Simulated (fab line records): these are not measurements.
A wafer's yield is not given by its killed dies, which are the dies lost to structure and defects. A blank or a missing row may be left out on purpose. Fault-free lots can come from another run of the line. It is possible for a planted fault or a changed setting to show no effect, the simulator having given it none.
Which of the tools did it? + flow ritCmos + 14 lots with 42 wafers sampled at 2 steps, on a route of 202 steps

== WHAT THE GAUGES READ, wafer by wafer ==
RIT_REOX_THK_MEAS_04. Usual: for REOX_OXIDE_THK the level is 25.3 nm and the standard deviation is 0.5.
| lot  | measured    | on           | REOX_OXIDE_THK (nm) | flag |
|------|-------------|--------------|---------------------|------|
| L935 | day 2 16:25 | filmMetro-03 | 24.9 24.5 25.2      |      |
| L936 | day 2 22:07 | filmMetro-04 | 24.9 25.2 25.5      |      |
| L937 | day 3 02:08 | filmMetro-04 | 25.9 26.1 26.4      |      |
| L938 | day 3 07:55 | filmMetro-02 | 25.8 25.0 25.7      |      |
| L939 | day 3 11:58 | filmMetro-04 | 25.2 25.1 24.7      |      |
| L940 | day 3 16:52 | filmMetro-02 | 25.4 25.5 25.5      |      |
| L941 | day 3 22:28 | filmMetro-02 | 25.5 25.3 25.7      |      |
| L942 | day 4 03:11 | filmMetro-04 | 24.9 25.2 25.0      |      |
| L943 | day 4 09:00 | filmMetro-04 | 25.8 25.5 25.4      |      |
| L944 | day 4 13:12 | filmMetro-04 | 25.6 25.1 25.0      |      |
| L945 | day 4 18:16 | filmMetro-02 | 25.5 25.6 25.6      |      |
| L946 | day 4 22:37 | filmMetro-02 | 25.7 26.1 25.9      |      |
| L953 | day 6 10:53 | filmMetro-02 | 23.8 23.4 23.7      | OFF  |
| L954 | day 6 15:05 | filmMetro-02 | 23.4 23.7 23.7      | OFF  |

== EACH LOT AND THE TOOL THAT RAN IT (in order: tool; ch and the chambers of the sampled wafers; start) ==
| lot  | RIT_REOX_OXIDATION_03        |
|------|------------------------------|
| L935 | furnace-01 ch 0, day 2 13:52 |
| L936 | furnace-02 ch 0, day 2 19:34 |
| L937 | furnace-03 ch 0, day 2 23:35 |
| L938 | furnace-02 ch 0, day 3 05:22 |
| L939 | furnace-02 ch 0, day 3 09:25 |
| L940 | furnace-03 ch 0, day 3 14:18 |
| L941 | furnace-02 ch 0, day 3 19:55 |
| L942 | furnace-03 ch 0, day 4 00:38 |
| L943 | furnace-02 ch 0, day 4 06:27 |
| L944 | furnace-02 ch 0, day 4 10:38 |
| L945 | furnace-03 ch 0, day 4 15:43 |
| L946 | furnace-01 ch 0, day 4 20:04 |
| L953 | furnace-02 ch 0, day 6 08:19 |
| L954 | furnace-02 ch 0, day 6 12:32 |
- RIT_REOX_OXIDATION_03: target thk 25.2 nm, ox time 5580 s.

== AS READ BY THE TOOLS THEMSELVES (means over the sampled wafers that have a number; for cases with no such wafer, the mark the record gives instead) ==
RIT_REOX_OXIDATION_03. Usual: spikeTcCentreC 902.8 C, standard deviation 0.97; spikeTcLoadC 926.1 C, standard deviation 1.2; spikeTcSourceC 923.3 C, standard deviation 1.4; tubeCenterTempC 900.01 C, standard deviation 0.076; tube_center_temp_C_max 902.3, standard deviation 0.4.
| lot  | tool       | spikeTcCentreC (C) | spikeTcLoadC (C) | spikeTcSourceC (C) | tubeCenterTempC (C) | tube_center_temp_C_max | flag |
|------|------------|--------------------|------------------|--------------------|---------------------|------------------------|------|
| L935 | furnace-01 | 902.0              | 929.2            | 926.4              | 899.91              | 901.7                  |      |
| L936 | furnace-02 | 903.3              | 925.6            | 922.3              | 900.05              | 902.4                  |      |
| L937 | furnace-03 | 902.6              | 926.0            | 923.1              | 900.04              | 902.7                  |      |
| L938 | furnace-02 | 902.9              | 926.3            | 922.0              | 900.03              | 902.2                  |      |
| L939 | furnace-02 | 903.5              | 926.1            | 921.7              | 899.98              | 902.2                  |      |
| L940 | furnace-03 | 902.9              | 926.3            | 923.5              | 900.00              | 902.2                  |      |
| L941 | furnace-02 | 902.9              | 924.9            | 922.8              | 900.03              | 902.2                  |      |
| L942 | furnace-03 | 903.2              | 925.7            | 923.5              | 900.04              | 902.6                  |      |
| L943 | furnace-02 | 903.5              | 926.9            | 922.1              | 900.00              | 902.0                  |      |
| L944 | furnace-02 | 903.8              | 925.4            | 922.9              | 899.96              | 902.0                  |      |
| L945 | furnace-03 | 903.1              | 925.6            | 923.3              | 900.02              | 902.5                  |      |
| L946 | furnace-01 | 901.4              | 928.2            | 926.4              | 900.02              | 902.6                  |      |
| L953 | furnace-02 | 896.3              | 919.2            | 916.4              | 894.05              | 896.4                  | OFF  |
| L954 | furnace-02 | 896.8              | 920.0            | 915.7              | 894.17              | 896.1                  | OFF  |

== THE ANSWER, worked out from the rows above alone ==
Rule: a lot is off if the mean of its wafers that have a number lies more than 3 standard deviations from the usual mean. Also off: a lot with no number at a reading for which 4 or more lots have one. Any other lot the step has rows for is counted as sound. Order of review: gauges by route order, followed by the tools' own readings, for which a lot's mean as printed above is used. The first step at which some lot is off is used, and at that step the reading that is off furthest; a lot without a number counts as furthest.
Off: L953, L954, seen at RIT_REOX_THK_MEAS_04 (REOX_OXIDE_THK).
If a tool, at a process step before that reading, ran all the lots that are off and no sound lot after the first of them, it fits. The gauges at RIT_REOX_THK_MEAS_04 aren't tried: what is off there is off at RIT_REOX_OXIDATION_03 too, on other tools, and a gauge's error can't cause that. One fits: RIT_REOX_OXIDATION_03 on furnace-02. Its last sound lot is L944 (day 4 10:38), its first lot that is off L953 (day 6 08:19): a fault that began between those two fits.
The tool's own readings at RIT_REOX_OXIDATION_03 bear it out: on the lots that are off they differ by more than 5 times the standard deviation of the sound lots' means. spikeTcCentreC reads 896.5 C there against 902.9 C on the sound lots; spikeTcLoadC reads 919.6 C there against 926.4 C on the sound lots; tubeCenterTempC reads 894.11 C there against 900.01 C on the sound lots; tube_center_temp_C_max reads 896.2 there against 902.3 on the sound lots.

== WHAT HAD BEEN PUT IN BY THE SIMULATOR ==
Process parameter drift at RIT_REOX_OXIDATION_03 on furnace-02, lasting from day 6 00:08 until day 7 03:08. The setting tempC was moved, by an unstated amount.
Lots struck among those shown: L953, L954. Same finding as the rule above.
